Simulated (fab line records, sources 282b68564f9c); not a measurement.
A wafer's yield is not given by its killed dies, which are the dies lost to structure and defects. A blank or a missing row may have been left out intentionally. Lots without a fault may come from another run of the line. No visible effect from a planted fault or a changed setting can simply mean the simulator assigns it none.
fab line records :: flow rit_cmos :: part 2 of 2: steps 36 to 49 of 49
record
  lots=5
  wafers=15
  last_day=6
route steps=202 shown FOX2@27 NWELL@28 PWELL@39 WELLDRIVE@50 NRETRO@53 PRETRO@64 GATE@75
lots with no fault: from the same line, run without faults
start_h: hours from the record's first day to the start of the lot's first wafer shown :: wait_h: hours from the lot's prior step to this one :: " identical to the entry in the row above :: L1.1+2: a row that stands for several wafers :: - no value, or no start was given :: * or withheld: withheld :: < > ~ a bound
route shown NAME@n: names a module that has steps shown in the file, with the first one's number in the route :: usual: average and standard deviation across the fault-free wafers :: same: alike in all rows :: chamber/n: place in a boat :: sites: the reading at each site :: _std_site: standard deviation across them :: _edge_site: inner sites' mean taken away from outer sites' mean :: radius_mm: how far each site lies from the wafer's centre :: mask NAME#n: copy n :: behind: the last tool/chamber to shape the wafer :: hold: the reason the lot was held/the length of the hold in hours/how it ended :: device: the transistor (n, p or np) that didn't switch :: end of line: the route-end tests of the same wafers :: a step given without rows: its recipe and nothing more :: killed: at the first sort, the dies lost to defects and structure; wafer yield is something else :: map: the dies of a wafer, with x for killed, . for not killed, _ for no die there
set.NAME: the setting that was run; set.NAME@STEP: the one run at that earlier step :: model.NAME: the simulator's own value behind a step, which no gauge read
lots seen at some steps along the route; tables by step, rows by wafer
services: a tool's chamber out of use, with start hour (start_h, from the record's first day; less than 0 if before it), hours out, and reason
## steps
# step RIT_NRETRO_STRIP_09
# recipe
  chemistry=O2
  time_s=180
  resist=NOVOLAK
  platen_temp_c=withheld
  power_w=500
  pressure_mtorr=4000
  o2_flow_sccm=4000
# usual
  chamber_pressure_mTorr=4000/3.9
  drypump_motor_current_A=5.5/0.34
  o2_flow_sccm=4000/11
lot.wafer: L077.3
tool: plasma_asher-04
chamber: 0
start_h: 45.18
wait_h: 0.1
chamber_pressure_mTorr: 4001
drypump_motor_current_A: 5.5
o2_flow_sccm: 4011
rf_hours_counter_h: -

lot.wafer: L077.4
tool: plasma_asher-04
chamber: 1
start_h: 45.18
wait_h: 0.1
chamber_pressure_mTorr: 3997
drypump_motor_current_A: 5.0
o2_flow_sccm: 4013
rf_hours_counter_h: -

lot.wafer: L077.5
tool: plasma_asher-04
chamber: 0
start_h: 45.18
wait_h: 0.1
chamber_pressure_mTorr: 4006
drypump_motor_current_A: 5.5
o2_flow_sccm: 4004
rf_hours_counter_h: -

lot.wafer: L078.1
tool: plasma_asher-02
chamber: 0
start_h: 49.48
wait_h: 0.1
chamber_pressure_mTorr: 4000
drypump_motor_current_A: 5.7
o2_flow_sccm: 3985
rf_hours_counter_h: 40

lot.wafer: L078.4
tool: plasma_asher-02
chamber: 0
start_h: 49.48
wait_h: 0.1
chamber_pressure_mTorr: 4001
drypump_motor_current_A: 5.8
o2_flow_sccm: 4001
rf_hours_counter_h: -

lot.wafer: L078.5
tool: plasma_asher-02
chamber: 1
start_h: 49.48
wait_h: 0.1
chamber_pressure_mTorr: 3999
drypump_motor_current_A: 5.8
o2_flow_sccm: 3994
rf_hours_counter_h: -

lot.wafer: L080.1
tool: plasma_asher-01
chamber: 0
start_h: 60.05
wait_h: 0.1
chamber_pressure_mTorr: 4006
drypump_motor_current_A: 5.6
o2_flow_sccm: 4000
rf_hours_counter_h: 42

lot.wafer: L080.4
tool: plasma_asher-01
chamber: 1
start_h: 60.05
wait_h: 0.1
chamber_pressure_mTorr: 4003
drypump_motor_current_A: 6.0
o2_flow_sccm: 3989
rf_hours_counter_h: -

lot.wafer: L080.6
tool: plasma_asher-01
chamber: 1
start_h: 60.05
wait_h: 0.1
chamber_pressure_mTorr: 3998
drypump_motor_current_A: 6.0
o2_flow_sccm: 4005
rf_hours_counter_h: -

lot.wafer: L081.1
tool: plasma_asher-01
chamber: 0
start_h: 65.16
wait_h: 0.1
chamber_pressure_mTorr: 4001
drypump_motor_current_A: 5.6
o2_flow_sccm: 3991
rf_hours_counter_h: 42

lot.wafer: L081.4
tool: plasma_asher-01
chamber: 1
start_h: 65.16
wait_h: 0.1
chamber_pressure_mTorr: 4006
drypump_motor_current_A: 6.0
o2_flow_sccm: 3999
rf_hours_counter_h: -

lot.wafer: L081.5
tool: plasma_asher-01
chamber: 0
start_h: 65.16
wait_h: 0.1
chamber_pressure_mTorr: 4003
drypump_motor_current_A: 5.6
o2_flow_sccm: 3995
rf_hours_counter_h: -

lot.wafer: L092.1
tool: plasma_asher-04
chamber: 1
start_h: 125.56
wait_h: 0.1
chamber_pressure_mTorr: 3996
drypump_motor_current_A: 5.0
o2_flow_sccm: 3981
rf_hours_counter_h: 51

lot.wafer: L092.3
tool: plasma_asher-04
chamber: 1
start_h: 125.56
wait_h: 0.1
chamber_pressure_mTorr: 4002
drypump_motor_current_A: 5.0
o2_flow_sccm: 3991
rf_hours_counter_h: -

lot.wafer: L092.5
tool: plasma_asher-04
chamber: 1
start_h: 125.56
wait_h: 0.1
chamber_pressure_mTorr: 3994
drypump_motor_current_A: 5.0
o2_flow_sccm: 3997
rf_hours_counter_h: -
# step RIT_NRETRO_TW_MEAS_10
# usual
  NRETRO_TW=1051/9.3
lot.wafer: L077.3
tool: film_metro-03
chamber: -
start_h: 45.32
wait_h: 0.1
NRETRO_TW: 1054

lot.wafer: L077.4
tool: film_metro-03
chamber: -
start_h: 45.32
wait_h: 0.1
NRETRO_TW: 1054

lot.wafer: L077.5
tool: film_metro-03
chamber: -
start_h: 45.32
wait_h: 0.1
NRETRO_TW: 1055

lot.wafer: L078.1
tool: film_metro-02
chamber: -
start_h: 49.65
wait_h: 0.1
NRETRO_TW: 1048

lot.wafer: L078.4
tool: film_metro-02
chamber: -
start_h: 49.65
wait_h: 0.1
NRETRO_TW: 1049

lot.wafer: L078.5
tool: film_metro-02
chamber: -
start_h: 49.65
wait_h: 0.1
NRETRO_TW: 1049

lot.wafer: L080.1
tool: film_metro-04
chamber: -
start_h: 60.22
wait_h: 0.1
NRETRO_TW: 1055

lot.wafer: L080.4
tool: film_metro-04
chamber: -
start_h: 60.22
wait_h: 0.1
NRETRO_TW: 1064

lot.wafer: L080.6
tool: film_metro-04
chamber: -
start_h: 60.22
wait_h: 0.1
NRETRO_TW: 1057

lot.wafer: L081.1
tool: film_metro-03
chamber: -
start_h: 65.34
wait_h: 0.1
NRETRO_TW: 1061

lot.wafer: L081.4
tool: film_metro-03
chamber: -
start_h: 65.34
wait_h: 0.1
NRETRO_TW: 1061

lot.wafer: L081.5
tool: film_metro-03
chamber: -
start_h: 65.34
wait_h: 0.1
NRETRO_TW: 1058

lot.wafer: L092.1
tool: film_metro-03
chamber: -
start_h: 125.76
wait_h: 0.1
NRETRO_TW: 1041

lot.wafer: L092.3
tool: film_metro-03
chamber: -
start_h: 125.76
wait_h: 0.1
NRETRO_TW: 1043

lot.wafer: L092.5
tool: film_metro-03
chamber: -
start_h: 125.76
wait_h: 0.1
NRETRO_TW: 1042
# step RIT_PRETRO_HMDS_00
# recipe
  prime_time_s=60
  prime_temp_c=140
lot.wafer: L077.3+4+5
tool: litho_track-03
chamber: 0
start_h: 45.41
wait_h: 0.1

lot.wafer: L078.1+4+5
tool: litho_track-02
chamber: 0
start_h: 49.71
wait_h: 0.1

lot.wafer: L080.1+4+6
tool: litho_track-04
chamber: 0
start_h: 60.28
wait_h: 0.1

lot.wafer: L081.1+4+5
tool: litho_track-03
chamber: 0
start_h: 65.40
wait_h: 0.1

lot.wafer: L092.1+3+5
tool: litho_track-04
chamber: 0
start_h: 125.82
wait_h: 0.1
# step RIT_PRETRO_COAT_01
# recipe
  resist=NOVOLAK
  spin_rpm=2000
  resist_thk_nm=1300
lot.wafer: L077.3+4+5
tool: litho_track-03
chamber: 0
start_h: 45.56
wait_h: 0.1

lot.wafer: L078.1+4+5
tool: litho_track-02
chamber: 0
start_h: 49.86
wait_h: 0.1

lot.wafer: L080.1+4+6
tool: litho_track-04
chamber: 0
start_h: 60.43
wait_h: 0.1

lot.wafer: L081.1+4+5
tool: litho_track-03
chamber: 0
start_h: 65.55
wait_h: 0.1

lot.wafer: L092.1+3+5
tool: litho_track-04
chamber: 0
start_h: 125.97
wait_h: 0.1
# step RIT_PRETRO_SOFTBAKE_02
# recipe
  resist=NOVOLAK
  temp_c=90
  time_s=60
lot.wafer: L077.3+4+5
tool: litho_track-03
chamber: 0
start_h: 45.71
wait_h: 0.1

lot.wafer: L078.1+4+5
tool: litho_track-02
chamber: 0
start_h: 50.01
wait_h: 0.1

lot.wafer: L080.1+4+6
tool: litho_track-04
chamber: 0
start_h: 60.58
wait_h: 0.1

lot.wafer: L081.1+4+5
tool: litho_track-03
chamber: 0
start_h: 65.70
wait_h: 0.1

lot.wafer: L092.1+3+5
tool: litho_track-04
chamber: 0
start_h: 126.12
wait_h: 0.1
# step RIT_PRETRO_EXPOSE_03
# recipe
  mask_id=M5
  na=0.57
  target_cd_nm=43700
  dose_mj=250
lot.wafer: L077.3+4+5
tool: iline_stepper-01
chamber: 0
start_h: 45.97
wait_h: 0.2
mask: M5#0

lot.wafer: L078.1+4+5
tool: iline_stepper-01
chamber: 0
start_h: 50.16
wait_h: 0.1
mask: M5#0

lot.wafer: L080.1+4+6
tool: iline_stepper-01
chamber: 0
start_h: 60.86
wait_h: 0.2
mask: M5#0

lot.wafer: L081.1+4+5
tool: iline_stepper-01
chamber: 0
start_h: 65.85
wait_h: 0.1
mask: M5#0

lot.wafer: L092.1+3+5
tool: iline_stepper-02
chamber: 0
start_h: 126.36
wait_h: 0.2
mask: M5#0
# step RIT_PRETRO_PEB_04
# recipe
  resist=NOVOLAK
  temp_c=withheld
  time_s=withheld
lot.wafer: L077.3+4+5
tool: litho_track-03
chamber: 0
start_h: 46.10
wait_h: 0.1

lot.wafer: L078.1+4+5
tool: litho_track-03
chamber: 0
start_h: 50.28
wait_h: 0.1

lot.wafer: L080.1+4+6
tool: litho_track-04
chamber: 0
start_h: 60.97
wait_h: 0.1

lot.wafer: L081.1+4+5
tool: litho_track-02
chamber: 0
start_h: 65.96
wait_h: 0.1

lot.wafer: L092.1+3+5
tool: litho_track-02
chamber: 0
start_h: 126.48
wait_h: 0.1
# step RIT_PRETRO_DEVELOP_05
# recipe
  resist=NOVOLAK
  develop_time_s=68
  dev_temp_c=22
lot.wafer: L077.3+4+5
tool: litho_track-03
chamber: 0
start_h: -
wait_h: -

lot.wafer: L078.1+4+5
tool: litho_track-03
chamber: 0
start_h: -
wait_h: -

lot.wafer: L080.1+4+6
tool: litho_track-04
chamber: 0
start_h: -
wait_h: -

lot.wafer: L081.1+4+5
tool: litho_track-02
chamber: 0
start_h: -
wait_h: -

lot.wafer: L092.1+3+5
tool: litho_track-02
chamber: 0
start_h: -
wait_h: -
# step RIT_PRETRO_OVL_MEAS_06
# usual
  PRETRO_OVL=-0.7/1.1
lot.wafer: L077.3
tool: overlay-01
chamber: -
start_h: 46.38
wait_h: -
PRETRO_OVL[nm]: -0.7

lot.wafer: L077.4
tool: overlay-01
chamber: -
start_h: 46.38
wait_h: -
PRETRO_OVL[nm]: -0.9

lot.wafer: L077.5
tool: overlay-01
chamber: -
start_h: 46.38
wait_h: -
PRETRO_OVL[nm]: 0.3

lot.wafer: L078.1
tool: overlay-01
chamber: -
start_h: 50.59
wait_h: -
PRETRO_OVL[nm]: -4.1

lot.wafer: L078.4
tool: overlay-01
chamber: -
start_h: 50.59
wait_h: -
PRETRO_OVL[nm]: -0.8

lot.wafer: L078.5
tool: overlay-01
chamber: -
start_h: 50.59
wait_h: -
PRETRO_OVL[nm]: -0.2

lot.wafer: L080.1
tool: overlay-02
chamber: -
start_h: 61.29
wait_h: -
PRETRO_OVL[nm]: -0.4

lot.wafer: L080.4
tool: overlay-02
chamber: -
start_h: 61.29
wait_h: -
PRETRO_OVL[nm]: -1.2

lot.wafer: L080.6
tool: overlay-02
chamber: -
start_h: 61.29
wait_h: -
PRETRO_OVL[nm]: -2.3

lot.wafer: L081.1
tool: overlay-01
chamber: -
start_h: 66.28
wait_h: -
PRETRO_OVL[nm]: -1.1

lot.wafer: L081.4
tool: overlay-01
chamber: -
start_h: 66.28
wait_h: -
PRETRO_OVL[nm]: 0.4

lot.wafer: L081.5
tool: overlay-01
chamber: -
start_h: 66.28
wait_h: -
PRETRO_OVL[nm]: -1.7

lot.wafer: L092.1
tool: overlay-02
chamber: -
start_h: 126.79
wait_h: -
PRETRO_OVL[nm]: -1.4

lot.wafer: L092.3
tool: overlay-02
chamber: -
start_h: 126.79
wait_h: -
PRETRO_OVL[nm]: -1.6

lot.wafer: L092.5
tool: overlay-02
chamber: -
start_h: 126.79
wait_h: -
PRETRO_OVL[nm]: -0.7
# step RIT_PRETRO_HARDBAKE_07
# recipe
  resist=NOVOLAK
  temp_c=140
  time_s=120
lot.wafer: L077.3+4+5
tool: litho_track-03
chamber: 0
start_h: 46.48
wait_h: 0.1

lot.wafer: L078.1+4+5
tool: litho_track-02
chamber: 0
start_h: 50.63
wait_h: 0.0

lot.wafer: L080.1+4+6
tool: litho_track-04
chamber: 0
start_h: 61.32
wait_h: 0.0

lot.wafer: L081.1+4+5
tool: litho_track-03
chamber: 0
start_h: 66.31
wait_h: 0.0

lot.wafer: L092.1+3+5
tool: litho_track-02
chamber: 0
start_h: 126.83
wait_h: 0.0
# step RIT_PRETRO_IMPLANT_08
# recipe
  species=B
  energy_kev=45
  dose_cm2=1.2e+13
  tilt_deg=7
# usual
  beam_on_s=10.00/0.22
lot.wafer: L077.3
tool: implanter-04
chamber: 0
start_h: 46.70
wait_h: 0.2
beam_on_s: 9.96

lot.wafer: L077.4
tool: implanter-04
chamber: 0
start_h: 46.70
wait_h: 0.2
beam_on_s: 9.99

lot.wafer: L077.5
tool: implanter-04
chamber: 0
start_h: 46.70
wait_h: 0.2
beam_on_s: 10.00

lot.wafer: L078.1
tool: implanter-04
chamber: 0
start_h: 50.88
wait_h: 0.2
beam_on_s: 9.80

lot.wafer: L078.4
tool: implanter-04
chamber: 0
start_h: 50.88
wait_h: 0.2
beam_on_s: 9.93

lot.wafer: L078.5
tool: implanter-04
chamber: 0
start_h: 50.88
wait_h: 0.2
beam_on_s: 10.11

lot.wafer: L080.1
tool: implanter-04
chamber: 0
start_h: 61.57
wait_h: 0.2
beam_on_s: 10.17

lot.wafer: L080.4
tool: implanter-04
chamber: 0
start_h: 61.57
wait_h: 0.2
beam_on_s: 10.02

lot.wafer: L080.6
tool: implanter-04
chamber: 0
start_h: 61.57
wait_h: 0.2
beam_on_s: 9.92

lot.wafer: L081.1
tool: implanter-04
chamber: 0
start_h: 66.56
wait_h: 0.2
beam_on_s: 10.31

lot.wafer: L081.4
tool: implanter-04
chamber: 0
start_h: 66.56
wait_h: 0.2
beam_on_s: 10.24

lot.wafer: L081.5
tool: implanter-04
chamber: 0
start_h: 66.56
wait_h: 0.2
beam_on_s: 10.30

lot.wafer: L092.1
tool: implanter-01
chamber: 0
start_h: 127.08
wait_h: 0.2
beam_on_s: 9.89

lot.wafer: L092.3
tool: implanter-01
chamber: 0
start_h: 127.08
wait_h: 0.2
beam_on_s: 9.93

lot.wafer: L092.5
tool: implanter-01
chamber: 0
start_h: 127.08
wait_h: 0.2
beam_on_s: 9.84
# step RIT_PRETRO_STRIP_09
# recipe
  chemistry=O2
  time_s=180
  resist=NOVOLAK
  platen_temp_c=withheld
  power_w=500
  pressure_mtorr=4000
  o2_flow_sccm=4000
# usual
  chamber_pressure_mTorr=4000/4.4
  drypump_motor_current_A=5.8/0.35
  o2_flow_sccm=4000/12
lot.wafer: L077.3
tool: plasma_asher-02
chamber: 0
start_h: 46.86
wait_h: 0.1
chamber_pressure_mTorr: 3992
drypump_motor_current_A: 5.8
o2_flow_sccm: 3995
rf_hours_counter_h: -

lot.wafer: L077.4
tool: plasma_asher-02
chamber: 1
start_h: 46.86
wait_h: 0.1
chamber_pressure_mTorr: 4002
drypump_motor_current_A: 5.8
o2_flow_sccm: 4020
rf_hours_counter_h: -

lot.wafer: L077.5
tool: plasma_asher-02
chamber: 1
start_h: 46.86
wait_h: 0.1
chamber_pressure_mTorr: 4003
drypump_motor_current_A: 5.8
o2_flow_sccm: 4003
rf_hours_counter_h: -

lot.wafer: L078.1
tool: plasma_asher-01
chamber: 1
start_h: 51.03
wait_h: 0.1
chamber_pressure_mTorr: 4004
drypump_motor_current_A: 6.0
o2_flow_sccm: 4021
rf_hours_counter_h: 41

lot.wafer: L078.4
tool: plasma_asher-01
chamber: 1
start_h: 51.03
wait_h: 0.1
chamber_pressure_mTorr: 4002
drypump_motor_current_A: 6.0
o2_flow_sccm: 4011
rf_hours_counter_h: -

lot.wafer: L078.5
tool: plasma_asher-01
chamber: 0
start_h: 51.03
wait_h: 0.1
chamber_pressure_mTorr: 4005
drypump_motor_current_A: 5.6
o2_flow_sccm: 3982
rf_hours_counter_h: -

lot.wafer: L080.1
tool: plasma_asher-02
chamber: 1
start_h: 61.72
wait_h: 0.1
chamber_pressure_mTorr: 3998
drypump_motor_current_A: 5.8
o2_flow_sccm: 3999
rf_hours_counter_h: 41

lot.wafer: L080.4
tool: plasma_asher-02
chamber: 1
start_h: 61.72
wait_h: 0.1
chamber_pressure_mTorr: 3997
drypump_motor_current_A: 5.8
o2_flow_sccm: 3987
rf_hours_counter_h: -

lot.wafer: L080.6
tool: plasma_asher-02
chamber: 1
start_h: 61.72
wait_h: 0.1
chamber_pressure_mTorr: 4001
drypump_motor_current_A: 5.8
o2_flow_sccm: 3976
rf_hours_counter_h: -

lot.wafer: L081.1
tool: plasma_asher-02
chamber: 0
start_h: 66.71
wait_h: 0.1
chamber_pressure_mTorr: 3987
drypump_motor_current_A: 5.8
o2_flow_sccm: 4020
rf_hours_counter_h: 42

lot.wafer: L081.4
tool: plasma_asher-02
chamber: 0
start_h: 66.71
wait_h: 0.1
chamber_pressure_mTorr: 3992
drypump_motor_current_A: 5.8
o2_flow_sccm: 4008
rf_hours_counter_h: -

lot.wafer: L081.5
tool: plasma_asher-02
chamber: 0
start_h: 66.71
wait_h: 0.1
chamber_pressure_mTorr: 4005
drypump_motor_current_A: 5.8
o2_flow_sccm: 4005
rf_hours_counter_h: -

lot.wafer: L092.1
tool: plasma_asher-02
chamber: 0
start_h: 127.23
wait_h: 0.1
chamber_pressure_mTorr: 4000
drypump_motor_current_A: 5.8
o2_flow_sccm: 4001
rf_hours_counter_h: 48

lot.wafer: L092.3
tool: plasma_asher-02
chamber: 0
start_h: 127.23
wait_h: 0.1
chamber_pressure_mTorr: 4002
drypump_motor_current_A: 5.8
o2_flow_sccm: 3987
rf_hours_counter_h: -

lot.wafer: L092.5
tool: plasma_asher-02
chamber: 1
start_h: 127.23
wait_h: 0.1
chamber_pressure_mTorr: 3998
drypump_motor_current_A: 5.8
o2_flow_sccm: 4011
rf_hours_counter_h: -
# step RIT_PRETRO_TW_MEAS_10
# usual
  PRETRO_TW=476/6.6
lot.wafer: L077.3
tool: film_metro-01
chamber: -
start_h: 47.00
wait_h: 0.1
PRETRO_TW: 484

lot.wafer: L077.4
tool: film_metro-01
chamber: -
start_h: 47.00
wait_h: 0.1
PRETRO_TW: 484

lot.wafer: L077.5
tool: film_metro-01
chamber: -
start_h: 47.00
wait_h: 0.1
PRETRO_TW: 483

lot.wafer: L078.1
tool: film_metro-03
chamber: -
start_h: 51.20
wait_h: 0.1
PRETRO_TW: 481

lot.wafer: L078.4
tool: film_metro-03
chamber: -
start_h: 51.20
wait_h: 0.1
PRETRO_TW: 479

lot.wafer: L078.5
tool: film_metro-03
chamber: -
start_h: 51.20
wait_h: 0.1
PRETRO_TW: 476

lot.wafer: L080.1
tool: film_metro-01
chamber: -
start_h: 61.90
wait_h: 0.1
PRETRO_TW: 481

lot.wafer: L080.4
tool: film_metro-01
chamber: -
start_h: 61.90
wait_h: 0.1
PRETRO_TW: 482

lot.wafer: L080.6
tool: film_metro-01
chamber: -
start_h: 61.90
wait_h: 0.1
PRETRO_TW: 481

lot.wafer: L081.1
tool: film_metro-02
chamber: -
start_h: 66.89
wait_h: 0.1
PRETRO_TW: 470

lot.wafer: L081.4
tool: film_metro-02
chamber: -
start_h: 66.89
wait_h: 0.1
PRETRO_TW: 468

lot.wafer: L081.5
tool: film_metro-02
chamber: -
start_h: 66.89
wait_h: 0.1
PRETRO_TW: 470

lot.wafer: L092.1
tool: film_metro-01
chamber: -
start_h: 127.40
wait_h: 0.1
PRETRO_TW: 480

lot.wafer: L092.3
tool: film_metro-01
chamber: -
start_h: 127.40
wait_h: 0.1
PRETRO_TW: 482

lot.wafer: L092.5
tool: film_metro-01
chamber: -
start_h: 127.40
wait_h: 0.1
PRETRO_TW: 483
# step RIT_GATE_WET_ETCH_00
# recipe
  chemistry=BOE
  target=SiO2
  target_depth_nm=56
  time_s=60
  dry=n2_spin
  dilution=10:1
  temp_c=21.5
lot.wafer: L077.3+4+5
tool: wet_bench-01
chamber: 1
start_h: 47.04
wait_h: 0.0

lot.wafer: L078.1+4+5
tool: wet_bench-01
chamber: 1
start_h: 51.26
wait_h: 0.1

lot.wafer: L080.1+4+6
tool: wet_bench-01
chamber: 1
start_h: 61.96
wait_h: 0.1

lot.wafer: L081.1+4+5
tool: wet_bench-01
chamber: 2
start_h: 66.95
wait_h: 0.1

lot.wafer: L092.1+3+5
tool: wet_bench-01
chamber: 3
start_h: 127.46
wait_h: 0.1
## services
tool: implanter-02
chamber: -
start_h: 12.54
hours: 3.6
kind: repair

tool: iline_stepper-01
chamber: -
start_h: 18.87
hours: 1.3
kind: repair

tool: plasma_asher-02
chamber: -
start_h: 19.21
hours: 2.5
kind: repair

tool: implanter-04
chamber: -
start_h: 19.36
hours: 4.2
kind: repair

tool: plasma_asher-03
chamber: -
start_h: 21.76
hours: 15.6
kind: pm

tool: furnace-01
chamber: -
start_h: 22.83
hours: 3.0
kind: pm

tool: implanter-01
chamber: -
start_h: 23.32
hours: 48.9
kind: repair

tool: implanter-01
chamber: -
start_h: 28.71
hours: 2.7
kind: repair

tool: wet_bench-01
chamber: -
start_h: 33.19
hours: 4.4
kind: pm

tool: plasma_asher-01
chamber: -
start_h: 34.24
hours: 5.5
kind: repair

tool: implanter-01
chamber: -
start_h: 37.76
hours: 1.9
kind: repair

tool: plasma_asher-04
chamber: -
start_h: 52.02
hours: 1.9
kind: repair

tool: iline_stepper-02
chamber: -
start_h: 63.14
hours: 1.7
kind: pm

tool: iline_stepper-01
chamber: -
start_h: 72.65
hours: 4.4
kind: pm

tool: furnace-01
chamber: -
start_h: 79.86
hours: 2.9
kind: pm

tool: wet_bench-01
chamber: -
start_h: 81.45
hours: 1.6
kind: repair

tool: implanter-03
chamber: -
start_h: 86.57
hours: 2.8
kind: repair

tool: implanter-02
chamber: -
start_h: 98.49
hours: 0.9
kind: repair

tool: furnace-03
chamber: -
start_h: 104.38
hours: 3.2
kind: pm

tool: plasma_asher-01
chamber: -
start_h: 108.75
hours: 9.0
kind: pm

tool: implanter-02
chamber: -
start_h: 109.12
hours: 0.7
kind: repair

tool: plasma_asher-02
chamber: -
start_h: 109.32
hours: 2.8
kind: pm

tool: furnace-03
chamber: -
start_h: 120.12
hours: 9.4
kind: repair

tool: iline_stepper-02
chamber: -
start_h: 123.64
hours: 2.7
kind: repair
